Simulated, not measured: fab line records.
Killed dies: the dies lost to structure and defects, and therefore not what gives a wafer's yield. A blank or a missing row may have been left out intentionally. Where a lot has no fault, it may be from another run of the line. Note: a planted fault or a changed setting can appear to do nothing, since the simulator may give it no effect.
fab line records	flow rit-cmos
record lots=14	wafers=42	last-day=7
route steps=202 shown ACTIVE@4 NLDD@112 PLDD@123 SILICIDE@167 M1@202
lots that met no fault: taken from a fault-free run of the same line
start-h: start of the lot's first displayed wafer, in hours after the record's first day	wait-h: how many hours have passed since the lot's step before this one	" as in the row above	L1.1+2: one row covering several wafers at once	- either no value or no given start	* or withheld: withheld	< > ~ a bound
route shown NAME@n: NAME is a module with steps in the file, n the number in the route of the first one	usual: average and standard deviation across the fault-free wafers	same: alike in all rows	chamber/n: place in a boat	sites: per-site readings	_std_site: how widely they spread, as a standard deviation	_edge_site: the outer-site mean with the inner-site mean subtracted	radius-mm: for every site, how far away it sits from the centre of the wafer	mask NAME#n: copy n	behind: the last tool/chamber to shape the wafer	hold: what put the lot on hold/how long, in hours/how the hold closed	device: the transistor (n, p or np) that didn't switch	end of line: the route-end tests of the same wafers	a step without rows: its recipe alone	killed: at the first sort, the dies lost to defects and structure; wafer yield is something else	map: dies across one wafer; x = killed, . = not, _ = none there
set.NAME: the setting that was run; set.NAME@STEP: the one run at that earlier step	model.NAME: the simulator's own value behind a step, which no gauge read
the route's steps for a sample of lots (tables are steps, rows are wafers)
services: a tool's chamber out of use, with start hour (start-h, from the record's first day; less than 0 if before it), hours out, and reason
## steps
# step RIT_ACTIVE_CVD_03
# recipe material=Si3N4	target-thk-nm=150	temp-c=810	precursor=SiH2Cl2/NH3	time-s=1500	pressure-mtorr=300	sih2cl2-flow-sccm=60.78	nh3-flow-sccm=150
# usual nh3-flow-sccm=150.0/0.45
lot.wafer	tool	chamber	start-h	wait-h	nh3-flow-sccm
L684.2	lpcvd-02	1	12.11	0.0	149.4
L684.4	"	1	"	"	150.1
L684.6	"	1	"	"	149.4
L685.2	lpcvd-01	1	19.18	2.1	149.9
L685.3	"	1	"	"	149.9
L685.5	"	1	"	"	149.6
L686.1	lpcvd-02	1	22.90	0.8	150.6
L686.3	"	1	"	"	150.0
L686.4	"	1	"	"	149.9
L688.2	lpcvd-01	0	32.11	0.0	150.9
L688.4	"	0	"	"	150.2
L688.5	"	0	"	"	150.6
L689.1	lpcvd-01	0	37.11	0.1	120.3
L689.3	"	0	"	"	119.5
L689.6	"	0	"	"	119.9
L691.1	lpcvd-01	0	47.11	0.1	120.1
L691.4	"	0	"	"	120.6
L691.6	"	0	"	"	120.4
L696.3	lpcvd-02	0	72.11	0.0	150.0
L696.5	"	0	"	"	150.2
L696.6	"	0	"	"	150.3
L699.1	lpcvd-02	1	87.11	0.1	149.5
L699.2	"	1	"	"	149.6
L699.5	"	1	"	"	149.3
L700.1	lpcvd-02	0	92.32	0.1	149.9
L700.5	"	0	"	"	149.3
L700.6	"	0	"	"	150.2
L703.1	lpcvd-02	0	107.12	0.1	150.1
L703.2	"	0	"	"	150.6
L703.3	"	0	"	"	150.2
L704.4	lpcvd-01	1	112.11	0.0	148.9
L704.5	"	1	"	"	149.9
L704.6	"	1	"	"	149.8
L705.1	lpcvd-01	0	117.11	0.1	150.4
L705.3	"	0	"	"	150.3
L705.5	"	0	"	"	150.2
L706.2	lpcvd-01	1	122.11	0.0	149.3
L706.3	"	1	"	"	149.2
L706.5	"	1	"	"	149.5
L707.1	lpcvd-01	1	127.11	0.1	150.1
L707.3	"	1	"	"	149.6
L707.5	"	1	"	"	149.0
# step RIT_ACTIVE_THK_MEAS_04
# recipe reads=Si3N4_of_ACTIVE_CVD_03
# usual ACTIVE_NITRIDE_THK=150.4/1.9
lot.wafer	tool	chamber	start-h	wait-h	ACTIVE_NITRIDE_THK[nm]
L684.2	film-metro-03	-	13.54	0.0	148.4
L684.4	"	-	"	"	149.5
L684.6	"	-	"	"	148.8
L685.2	film-metro-03	-	21.31	0.0	150.7
L685.3	"	-	"	"	150.6
L685.5	"	-	"	"	151.7
L686.1	film-metro-03	-	24.31	0.0	148.8
L686.3	"	-	"	"	148.6
L686.4	"	-	"	"	148.0
L688.2	film-metro-03	-	33.54	0.0	151.9
L688.4	"	-	"	"	151.9
L688.5	"	-	"	"	150.3
L689.1	film-metro-04	-	38.53	0.0	132.7
L689.3	"	-	"	"	131.9
L689.6	"	-	"	"	131.0
L691.1	film-metro-04	-	48.53	0.0	129.6
L691.4	"	-	"	"	129.7
L691.6	"	-	"	"	128.8
L696.3	film-metro-02	-	73.55	0.0	152.4
L696.5	"	-	"	"	150.5
L696.6	"	-	"	"	150.0
L699.1	film-metro-03	-	88.53	0.0	147.6
L699.2	"	-	"	"	148.3
L699.5	"	-	"	"	147.0
L700.1	film-metro-04	-	93.74	0.0	151.9
L700.5	"	-	"	"	151.1
L700.6	"	-	"	"	150.7
L703.1	film-metro-04	-	108.53	0.0	146.0
L703.2	"	-	"	"	145.9
L703.3	"	-	"	"	146.8
L704.4	film-metro-02	-	113.56	0.0	151.2
L704.5	"	-	"	"	151.4
L704.6	"	-	"	"	152.7
L705.1	film-metro-04	-	119.24	0.0	150.0
L705.3	"	-	"	"	149.6
L705.5	"	-	"	"	149.8
L706.2	film-metro-03	-	124.25	0.0	149.6
L706.3	"	-	"	"	149.3
L706.5	"	-	"	"	147.4
L707.1	film-metro-04	-	128.53	0.0	153.2
L707.3	"	-	"	"	153.4
L707.5	"	-	"	"	152.3
# step RIT_ACTIVE_ETCH_13
# recipe stop-on=SiO2	chemistry=SF6	target=Si3N4	time-s=210	over-etch-frac=0.4314	SF6_flow_sccm=200	pressure-mtorr=260	rf-w=125	target-depth-a=2100
# usual SF6_flow_sccm=200.0/0.61	drypump-motor-current-A=5.7/0.4	oes-product-au=0.813/0.011	throttle-valve-pct=7.51/0.069
lot.wafer	tool	chamber	start-h	wait-h	SF6_flow_sccm	drypump-motor-current-A	oes-product-au	rf-hours-counter-h	throttle-valve-pct
L684.2	rie-diel-02	2	14.93	0.1	199.7	5.6	0.817	3	7.57
L684.4	"	0	"	"	199.5	5.0	0.793	23	7.61
L684.6	"	1	"	"	200.2	6.4	0.804	-	7.45
L685.2	rie-diel-03	3	22.61	0.1	199.9	5.8	0.809	60	7.47
L685.3	"	2	"	"	200.4	5.1	0.811	3	7.62
L685.5	"	2	"	"	200.3	5.2	0.814	-	7.64
L686.1	rie-diel-01	0	25.62	0.1	200.1	6.1	0.815	66	7.43
L686.3	"	3	"	"	199.7	5.7	0.808	163	7.53
L686.4	"	1	"	"	199.9	5.4	0.803	108	7.50
L688.2	rie-diel-03	2	34.71	0.1	199.6	5.1	0.804	3	7.61
L688.4	"	1	"	"	200.7	5.6	0.824	72	7.47
L688.5	"	1	"	"	199.9	5.6	0.817	-	7.48
L689.1	rie-diel-02	1	39.83	0.1	200.4	6.4	0.750	75	7.45
L689.3	"	0	"	"	200.4	5.0	0.751	23	7.62
L689.6	"	3	"	"	200.9	5.8	0.774	-	7.50
L691.1	rie-diel-03	3	49.71	0.1	199.8	5.8	0.752	60	7.46
L691.4	"	0	"	"	200.3	5.9	0.756	23	7.57
L691.6	"	1	"	"	200.9	5.6	0.754	-	7.48
L696.3	rie-diel-02	1	74.71	0.1	200.8	6.4	0.809	75	7.45
L696.5	"	1	"	"	200.0	6.4	0.796	-	7.46
L696.6	"	0	"	"	199.5	5.0	0.796	-	7.62
L699.1	rie-diel-02	1	89.71	0.1	200.0	6.4	0.796	75	7.45
L699.2	"	2	"	"	199.5	5.6	0.814	4	7.59
L699.5	"	2	"	"	200.8	5.6	0.806	-	7.58
L700.1	rie-diel-02	0	94.92	0.1	199.4	5.0	0.810	24	7.62
L700.5	"	0	"	"	199.4	5.0	0.802	-	7.62
L700.6	"	1	"	"	199.1	6.4	0.801	-	7.44
L703.1	rie-diel-01	2	109.71	0.1	199.2	6.1	0.805	146	7.44
L703.2	"	1	"	"	200.4	5.3	0.795	110	7.50
L703.3	"	0	"	"	201.0	6.1	0.811	68	7.41
L704.4	rie-diel-02	1	114.84	0.1	200.3	6.4	0.801	76	7.44
L704.5	"	1	"	"	199.6	6.4	0.801	-	7.46
L704.6	"	2	"	"	199.9	5.6	0.822	-	7.58
L705.1	rie-diel-02	2	120.54	0.1	199.7	5.6	0.818	5	7.58
L705.3	"	3	"	"	199.8	5.8	0.830	62	7.48
L705.5	"	0	"	"	201.2	5.0	0.796	-	7.62
L706.2	rie-diel-03	3	125.54	0.1	200.4	5.8	0.799	61	7.46
L706.3	"	1	"	"	201.3	5.6	0.817	74	7.48
L706.5	"	0	"	"	200.0	5.8	0.800	-	7.58
L707.1	rie-diel-01	1	129.71	0.1	199.8	5.4	0.811	110	7.50
L707.3	"	2	"	"	200.2	6.1	0.828	-	7.42
L707.5	"	1	"	"	200.0	5.4	0.804	-	7.50
# step RIT_NLDD_STRIP_09
# recipe chemistry=O2	time-s=180	resist=NOVOLAK	platen-temp-c=withheld	power-w=500	pressure-mtorr=4000	o2-flow-sccm=4000
# usual drypump-motor-current-A=5.86/0.29	rf-refl-power-W=6.2/1.7
lot.wafer	tool	chamber	start-h	wait-h	drypump-motor-current-A	rf-hours-counter-h	rf-refl-power-W
L684.2	plasma-asher-01	1	42.02	0.1	6.34	38	5.0
L684.4	"	0	"	"	5.62	-	4.6
L684.6	"	0	"	"	5.61	-	4.7
L685.2	plasma-asher-01	0	48.64	0.1	5.59	38	4.9
L685.3	"	1	"	"	6.32	-	4.6
L685.5	"	1	"	"	6.31	-	4.6
L686.1	plasma-asher-01	1	52.00	0.1	6.31	39	4.9
L686.3	"	1	"	"	6.33	-	4.8
L686.4	"	0	"	"	5.58	-	4.8
L688.2	plasma-asher-01	1	62.29	0.1	6.32	40	4.7
L688.4	"	1	"	"	6.31	-	4.6
L688.5	"	1	"	"	6.30	-	4.9
L689.1	plasma-asher-01	1	67.37	0.1	6.31	40	4.9
L689.3	"	0	"	"	5.59	-	4.8
L689.6	"	0	"	"	5.60	-	4.8
L691.1	plasma-asher-02	0	76.29	0.1	5.96	30	7.8
L691.4	"	1	"	"	5.83	-	9.5
L691.6	"	1	"	"	5.77	-	9.6
L696.3	plasma-asher-03	0	102.85	0.1	6.07	-	6.2
L696.5	"	0	"	"	6.07	-	6.3
L696.6	"	1	"	"	5.47	-	5.0
L699.1	plasma-asher-03	1	118.36	0.1	5.50	0	5.0
L699.2	"	0	"	"	6.06	0	6.3
L699.5	"	1	"	"	5.48	-	5.1
L700.1	plasma-asher-03	1	122.18	0.1	5.49	0	4.8
L700.5	"	0	"	"	6.03	-	6.2
L700.6	"	1	"	"	5.49	-	4.9
L703.1	plasma-asher-01	1	137.11	0.1	6.30	48	4.9
L703.2	"	0	"	"	5.55	48	5.1
L703.3	"	0	"	"	5.58	-	5.1
L704.4	plasma-asher-01	1	142.58	0.1	6.32	-	5.0
L704.5	"	0	"	"	5.55	-	4.4
L704.6	"	1	"	"	6.30	-	5.1
L705.1	plasma-asher-01	0	146.25	0.1	5.60	49	4.7
L705.3	"	1	"	"	6.32	-	4.9
L705.5	"	0	"	"	5.58	-	4.7
L706.2	plasma-asher-03	0	152.24	0.1	6.06	3	6.3
L706.3	"	0	"	"	6.08	-	6.1
L706.5	"	0	"	"	6.05	-	6.2
L707.1	plasma-asher-02	0	156.03	0.1	5.94	39	8.0
L707.3	"	0	"	"	5.95	-	7.9
L707.5	"	0	"	"	5.96	-	8.0
# step RIT_PLDD_STRIP_09
# recipe chemistry=O2	time-s=180	resist=NOVOLAK	platen-temp-c=withheld	power-w=500	pressure-mtorr=4000	o2-flow-sccm=4000
# usual drypump-motor-current-A=5.8/0.41	rf-refl-power-W=6.1/1.7
lot.wafer	tool	chamber	start-h	wait-h	drypump-motor-current-A	rf-hours-counter-h	rf-refl-power-W
L684.2	plasma-asher-01	0	43.44	0.1	5.6	38	4.5
L684.4	"	0	"	"	5.6	-	4.6
L684.6	"	1	"	"	6.3	-	4.8
L685.2	plasma-asher-01	0	50.18	0.1	5.6	39	4.7
L685.3	"	0	"	"	5.6	-	4.5
L685.5	"	1	"	"	6.3	-	4.6
L686.1	plasma-asher-02	1	53.42	0.1	5.8	28	9.6
L686.3	"	1	"	"	5.8	-	9.8
L686.4	"	0	"	"	5.9	-	8.0
L688.2	plasma-asher-01	0	63.71	0.1	5.6	40	4.5
L688.4	"	1	"	"	6.3	-	4.8
L688.5	"	1	"	"	6.3	-	4.5
L689.1	plasma-asher-01	1	68.79	0.1	6.3	41	4.7
L689.3	"	1	"	"	6.3	-	4.9
L689.6	"	1	"	"	6.3	-	4.9
L691.1	plasma-asher-01	1	77.83	0.1	6.3	42	4.9
L691.4	"	0	"	"	5.6	-	4.8
L691.6	"	0	"	"	5.6	-	4.4
L696.3	plasma-asher-01	0	104.40	0.1	5.6	-	4.7
L696.5	"	1	"	"	6.3	-	4.7
L696.6	"	0	"	"	5.6	-	4.6
L699.1	plasma-asher-04	0	119.91	0.1	5.7	48	6.3
L699.2	"	1	"	"	4.9	48	5.8
L699.5	"	0	"	"	5.7	-	6.1
L700.1	plasma-asher-02	1	123.60	0.1	5.8	35	9.2
L700.5	"	0	"	"	6.0	-	8.0
L700.6	"	1	"	"	5.7	-	9.1
L703.1	plasma-asher-01	1	138.53	0.1	6.3	48	4.6
L703.2	"	0	"	"	5.6	48	4.7
L703.3	"	1	"	"	6.3	-	5.1
L704.4	plasma-asher-04	1	144.12	0.1	4.9	-	6.0
L704.5	"	1	"	"	4.9	-	5.9
L704.6	"	0	"	"	5.7	-	6.2
L705.1	plasma-asher-01	1	147.78	0.1	6.3	50	4.7
L705.3	"	0	"	"	5.5	-	4.4
L705.5	"	1	"	"	6.3	-	4.6
L706.2	plasma-asher-01	1	153.66	0.1	6.3	50	5.1
L706.3	"	1	"	"	6.3	-	5.2
L706.5	"	0	"	"	5.6	-	4.7
L707.1	plasma-asher-02	1	157.45	0.1	5.8	39	9.6
L707.3	"	0	"	"	5.9	-	8.0
L707.5	"	0	"	"	5.9	-	8.0
# step RIT_SILICIDE_RTA_06
# recipe temp-c=750	time-s=9.691	idle-temp-c=25	ramp-up-s=5	ramp-down-s=10	cool-to-c=25	ambient=N2
# usual wafer_temp_C_max=753.1/1.2
lot.wafer	tool	chamber	start-h	wait-h	wafer_temp_C_max
L684.2	rtp-anneal-02	0	50.76	0.0	753.2
L684.4	"	0	"	"	753.7
L684.6	"	0	"	"	755.4
L685.2	rtp-anneal-01	0	57.80	0.0	751.4
L685.3	"	0	"	"	752.0
L685.5	"	0	"	"	751.7
L686.1	rtp-anneal-02	0	60.45	0.0	754.8
L686.3	"	0	"	"	754.8
L686.4	"	0	"	"	754.2
L688.2	rtp-anneal-02	0	71.77	0.0	753.6
L688.4	"	0	"	"	755.2
L688.5	"	0	"	"	753.8
L689.1	rtp-anneal-01	0	75.87	0.0	751.9
L689.3	"	0	"	"	751.9
L689.6	"	0	"	"	751.9
L691.1	rtp-anneal-01	0	84.82	0.0	753.0
L691.4	"	0	"	"	751.9
L691.6	"	0	"	"	751.9
L696.3	rtp-anneal-02	0	111.61	0.0	754.4
L696.5	"	0	"	"	754.3
L696.6	"	0	"	"	754.3
L699.1	rtp-anneal-01	0	128.31	0.0	751.7
L699.2	"	0	"	"	753.1
L699.5	"	0	"	"	751.4
L700.1	rtp-anneal-02	0	130.78	0.0	754.3
L700.5	"	0	"	"	753.5
L700.6	"	0	"	"	753.7
L703.1	rtp-anneal-01	0	145.71	0.0	751.2
L703.2	"	0	"	"	751.4
L703.3	"	0	"	"	751.9
L704.4	rtp-anneal-02	0	151.16	0.0	754.5
L704.5	"	0	"	"	753.3
L704.6	"	0	"	"	753.4
L705.1	rtp-anneal-01	0	155.11	0.0	751.6
L705.3	"	0	"	"	751.7
L705.5	"	0	"	"	752.8
L706.2	rtp-anneal-02	0	160.73	0.0	753.5
L706.3	"	0	"	"	753.1
L706.5	"	0	"	"	753.4
L707.1	rtp-anneal-01	0	164.67	0.0	752.2
L707.3	"	0	"	"	752.8
L707.5	"	0	"	"	752.1
# step RIT_M1_PROBE_99
# usual killed_at_M0_to_M3=0.0/0.18	killed-at-contacts=0.1/0.27	killed-at-front-end=6.6/3	killed-dies=7/3	killed-open=3.3/2	killed-short=3.4/2
# same gross-dies=264	killed_at_M4_up=0	killed-at-back-side=0	killed-at-other=0
lot.wafer	tool	chamber	start-h	wait-h	killed_at_M0_to_M3	killed-at-contacts	killed-at-front-end	killed-dies	killed-open	killed-short
L684.2	prober-01	-	57.39	0.1	0	1	6	7	4	3
L684.4	prober-01	-	57.49	0.2	0	0	4	4	3	1
L684.6	prober-01	-	57.59	0.2	0	0	10	10	3	7
L685.2	prober-01	-	64.23	0.1	0	0	3	3	2	1
L685.3	prober-01	-	64.28	0.2	0	0	5	5	4	1
L685.5	prober-01	-	64.38	0.2	0	0	6	6	4	2
L686.1	prober-01	-	67.62	0.1	0	0	9	9	1	8
L686.3	prober-01	-	67.72	0.2	0	0	6	6	4	1
L686.4	prober-01	-	67.77	0.2	0	0	13	13	3	7
L688.2	prober-01	-	78.52	0.1	0	0	6	6	5	1
L688.4	prober-01	-	78.62	0.2	0	0	10	10	5	5
L688.5	prober-01	-	78.67	0.2	0	0	10	10	8	2
L689.1	prober-01	-	82.40	0.1	0	0	7	7	5	2
L689.3	prober-01	-	82.50	0.2	0	0	14	14	8	6
L689.6	prober-01	-	82.65	0.2	0	1	5	6	3	3
L696.3	prober-02	-	118.94	0.2	0	0	5	5	1	4
L696.5	prober-02	-	119.04	0.2	0	0	5	5	3	2
L696.6	prober-02	-	119.09	0.2	0	0	10	10	5	5
L699.1	prober-01	-	134.92	0.1	0	1	6	7	2	5
L699.2	prober-01	-	134.97	0.1	0	0	1	1	1	0
L699.5	prober-01	-	135.12	0.2	0	0	7	7	1	6
L700.1	prober-02	-	137.61	0.1	0	0	5	5	2	3
L700.5	prober-02	-	137.81	0.2	0	0	5	5	2	3
L700.6	prober-02	-	137.86	0.2	0	1	10	11	5	6
L703.1	prober-01	-	153.56	0.1	0	0	3	3	0	3
L703.2	prober-01	-	153.61	0.1	0	0	7	7	3	4
L703.3	prober-01	-	153.66	0.2	0	0	8	8	4	4
L704.4	prober-02	-	157.87	0.2	0	0	3	3	3	0
L704.5	prober-02	-	157.92	0.2	0	0	7	7	4	3
L704.6	prober-02	-	157.97	0.2	0	0	5	5	4	1
L705.1	prober-02	-	161.71	0.1	0	0	5	5	3	2
L705.3	prober-02	-	161.81	0.2	0	0	8	8	6	2
L705.5	prober-02	-	161.91	0.2	0	0	8	8	5	3
L706.2	prober-01	-	167.08	0.1	0	0	4	4	0	4
L706.3	prober-01	-	167.13	0.2	0	0	5	5	2	3
L706.5	prober-01	-	167.23	0.2	0	0	6	6	5	1
L707.1	prober-02	-	171.00	0.1	1	1	11	13	8	5
L707.3	prober-02	-	171.10	0.2	0	0	5	5	3	2
L707.5	prober-02	-	171.20	0.2	0	1	9	10	6	4
# killed by level:class
L684.2 GATE:geometric-particle:open=2 SPACER:geometric-particle:short=2 REOX:geometric-particle:open=1 REOX:geometric-particle:short=1 CONTACT:geometric-particle:open=1
L684.4 SPACER:geometric-particle:open=2 GATE:geometric-particle:open=1 GATE:geometric-particle:short=1
L684.6 GATE:geometric-particle:short=6 FOX1:geometric-particle:open=1 REOX:geometric-particle:open=1 SPACER:geometric-particle:short=1 SPACER:geometric-particle:open=1
L685.2 GATE:geometric-particle:open=1 REOX:geometric-particle:open=1 SILICIDE:geometric-particle:short=1
L685.3 FOX2:geometric-particle:open=1 GATE:geometric-particle:open=1 REOX:geometric-particle:open=1 SILICIDE:geometric-particle:short=1 SILICIDE:geometric-particle:open=1
L685.5 FOX1:geometric-particle:open=2 FOX1:geometric-particle:short=2 REOX:geometric-particle:open=1 SPACER:geometric-particle:open=1
L686.1 FOX1:geometric-particle:short=3 GATE:geometric-particle:short=2 FOX2:geometric-particle:short=1 FOX2:geometric-particle:open=1 SPACER:geometric-particle:short=1 SILICIDE:geometric-particle:short=1
L686.3 FOX1:geometric-particle:open=1 GATE:geometric-particle:open=1 FOX2:geometric-particle:short=1 SPACER:geometric-particle:open=1 SILICIDE:geometric-particle:open=1 NSD:coat-microbubble-printed=1
L686.4 NSD:coat-microbubble-printed=3 FOX1:geometric-particle:short=2 REOX:geometric-particle:short=2 SPACER:geometric-particle:short=2 FOX1:geometric-particle:open=1 GATE:geometric-particle:short=1 REOX:geometric-particle:open=1 SPACER:geometric-particle:open=1
L688.2 REOX:geometric-particle:open=2 SPACER:geometric-particle:open=2 GATE:geometric-particle:open=1 REOX:geometric-particle:short=1
L688.4 FOX2:geometric-particle:short=2 REOX:geometric-particle:open=2 FOX1:geometric-particle:open=1 FOX1:geometric-particle:short=1 FOX2:geometric-particle:open=1 GATE:geometric-particle:short=1 REOX:geometric-particle:short=1 SPACER:geometric-particle:open=1
L688.5 SPACER:geometric-particle:open=3 GATE:geometric-particle:open=2 SPACER:geometric-particle:short=2 SILICIDE:geometric-particle:open=2 FOX1:geometric-particle:open=1
L689.1 FOX1:geometric-particle:short=1 FOX1:geometric-particle:open=1 GATE:geometric-particle:short=1 GATE:geometric-particle:open=1 REOX:geometric-particle:open=1 SPACER:geometric-particle:open=1 SILICIDE:geometric-particle:open=1
L689.3 GATE:geometric-particle:short=3 GATE:geometric-particle:open=2 REOX:geometric-particle:open=2 ACTIVE:geometric-particle:open=1 FOX1:geometric-particle:short=1 FOX1:geometric-particle:open=1 REOX:geometric-particle:short=1 SPACER:geometric-particle:short=1
L689.6 GATE:geometric-particle:short=2 SILICIDE:geometric-particle:open=2 GATE:geometric-particle:open=1 CONTACT:geometric-particle:short=1
L696.3 ACTIVE:geometric-particle:short=1 FOX1:geometric-particle:short=1 GATE:geometric-particle:short=1 SILICIDE:geometric-particle:open=1 SILICIDE:geometric-particle:short=1
L696.5 FOX1:geometric-particle:short=1 FOX2:geometric-particle:open=1 GATE:geometric-particle:open=1 SPACER:geometric-particle:open=1 SILICIDE:geometric-particle:short=1
L696.6 FOX1:geometric-particle:open=2 GATE:geometric-particle:short=2 FOX1:geometric-particle:short=1 FOX2:geometric-particle:open=1 GATE:geometric-particle:open=1 SPACER:geometric-particle:open=1 SPACER:geometric-particle:short=1 SILICIDE:geometric-particle:short=1
L699.1 FOX1:geometric-particle:short=2 FOX1:geometric-particle:open=1 GATE:geometric-particle:open=1 GATE:geometric-particle:short=1 SPACER:geometric-particle:short=1 CONTACT:geometric-particle:short=1
L699.2 REOX:geometric-particle:open=1
L699.5 FOX2:geometric-particle:short=2 GATE:geometric-particle:short=2 FOX1:geometric-particle:open=1 REOX:geometric-particle:short=1 SPACER:geometric-particle:short=1
L700.1 FOX1:geometric-particle:short=1 GATE:geometric-particle:short=1 SPACER:geometric-particle:open=1 SILICIDE:geometric-particle:short=1 SILICIDE:geometric-particle:open=1
L700.5 FOX1:geometric-particle:short=1 GATE:geometric-particle:short=1 REOX:geometric-particle:short=1 SPACER:geometric-particle:open=1 SILICIDE:geometric-particle:open=1
L700.6 REOX:geometric-particle:short=3 FOX1:geometric-particle:open=2 FOX1:geometric-particle:short=1 GATE:geometric-particle:open=1 GATE:geometric-particle:short=1 REOX:geometric-particle:open=1 SILICIDE:geometric-particle:short=1 CONTACT:geometric-particle:open=1
L703.1 FOX1:geometric-particle:short=1 GATE:geometric-particle:short=1 REOX:geometric-particle:short=1
L703.2 SPACER:geometric-particle:short=2 FOX1:geometric-particle:open=1 GATE:geometric-particle:open=1 GATE:geometric-particle:short=1 REOX:geometric-particle:open=1 REOX:geometric-particle:short=1
L703.3 GATE:geometric-particle:short=2 SPACER:geometric-particle:open=2 FOX1:geometric-particle:open=1 REOX:geometric-particle:open=1 REOX:geometric-particle:short=1 SPACER:geometric-particle:short=1
L704.4 GATE:geometric-particle:open=2 REOX:geometric-particle:open=1
L704.5 FOX2:geometric-particle:short=2 REOX:geometric-particle:open=2 FOX2:geometric-particle:open=1 GATE:geometric-particle:open=1 GATE:geometric-particle:short=1
L704.6 FOX1:geometric-particle:short=1 FOX1:geometric-particle:open=1 GATE:geometric-particle:open=1 REOX:geometric-particle:open=1 SPACER:geometric-particle:open=1
L705.1 FOX1:geometric-particle:short=1 GATE:geometric-particle:open=1 GATE:geometric-particle:short=1 REOX:geometric-particle:open=1 SILICIDE:geometric-particle:open=1
L705.3 SPACER:geometric-particle:open=3 GATE:geometric-particle:open=2 GATE:geometric-particle:short=1 REOX:geometric-particle:open=1 REOX:geometric-particle:short=1
L705.5 FOX1:geometric-particle:open=1 FOX1:geometric-particle:short=1 FOX2:geometric-particle:open=1 GATE:geometric-particle:open=1 REOX:geometric-particle:open=1 REOX:geometric-particle:short=1 SPACER:geometric-particle:open=1 SILICIDE:geometric-particle:short=1
L706.2 SPACER:geometric-particle:short=2 GATE:geometric-particle:short=1 SILICIDE:geometric-particle:short=1
L706.3 GATE:geometric-particle:short=2 GATE:geometric-particle:open=1 REOX:geometric-particle:open=1 SPACER:geometric-particle:short=1
L706.5 SPACER:geometric-particle:open=2 FOX1:geometric-particle:open=1 FOX2:geometric-particle:open=1 GATE:geometric-particle:open=1 GATE:geometric-particle:short=1
L707.1 SPACER:geometric-particle:open=3 GATE:geometric-particle:short=2 REOX:geometric-particle:open=2 GATE:geometric-particle:open=1 REOX:geometric-particle:short=1 SPACER:geometric-particle:short=1 CONTACT:geometric-particle:open=1 SILICIDE:geometric-particle:short=1
L707.3 SPACER:geometric-particle:short=2 SILICIDE:geometric-particle:open=2 GATE:geometric-particle:open=1
L707.5 GATE:geometric-particle:short=3 SPACER:geometric-particle:open=3 REOX:geometric-particle:open=1 SILICIDE:geometric-particle:open=1 SILICIDE:geometric-particle:short=1 CONTACT:geometric-particle:open=1
## services
tool	chamber	start-h	hours	kind
lpcvd-02	-	14.98	6.0	pm
rie-diel-02	1	43.09	5.8	repair
rie-diel-01	3	99.00	7.7	repair
rie-diel-01	3	106.66	-	clean
rie-diel-01	3	106.66	23.5	scheduled-down
rie-diel-01	3	106.66	23.5	vent-cycle
plasma-asher-03	-	108.75	9.0	pm
plasma-asher-03	0	108.75	9.0	vent-cycle
plasma-asher-03	1	108.75	9.0	vent-cycle
plasma-asher-03	0	117.75	-	clean
plasma-asher-03	1	117.75	-	clean
rie-diel-01	0	118.56	13.5	repair
rie-diel-03	-	120.31	2.8	pm
lpcvd-01	-	131.62	2.8	pm
plasma-asher-03	-	153.41	2.8	pm
## key
first-sign step=RIT_ACTIVE_CVD_03	reading=nh3-flow-sccm	direction=down	sigmas=66	usual=150.0	struck=120.1
effect step=RIT_ACTIVE_THK_MEAS_04	reading=ACTIVE_NITRIDE_THK	direction=down	sigmas=11	usual=150.4	struck=130.6
effect step=RIT_ACTIVE_ETCH_13	reading=oes-product-au	direction=down	sigmas=5.1	usual=0.813	struck=0.756
met-at RIT_ACTIVE_CVD_03
struck-lots L689,L691
rows-end L691.1,L691.4,L691.6
tester-left-out L689
not-acting-at RIT_NLDD_STRIP_09,RIT_PLDD_STRIP_09,RIT_SILICIDE_RTA_06
onset-between 32.11 37.11
fault kind=process-parameter-drift	tool=lpcvd-01	chamber=-	onset-h=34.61	steps=RIT_ACTIVE_CVD_03	channel=nh3-flow-sccm	offset=-30	shape=step	end-h=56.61	acts-in=these-recipes-only	stated=150
# tester-left-out: of these lots the tester's yield and bins aren't shown, on N5 and GAA mostly nor the transistor test; their killed dies are dies lost to structure and defects alone, not to doping, threshold or leakage, so they don't give the yield
# rows-end: these wafers met a further fault down the route, and their rows from its step on are left out
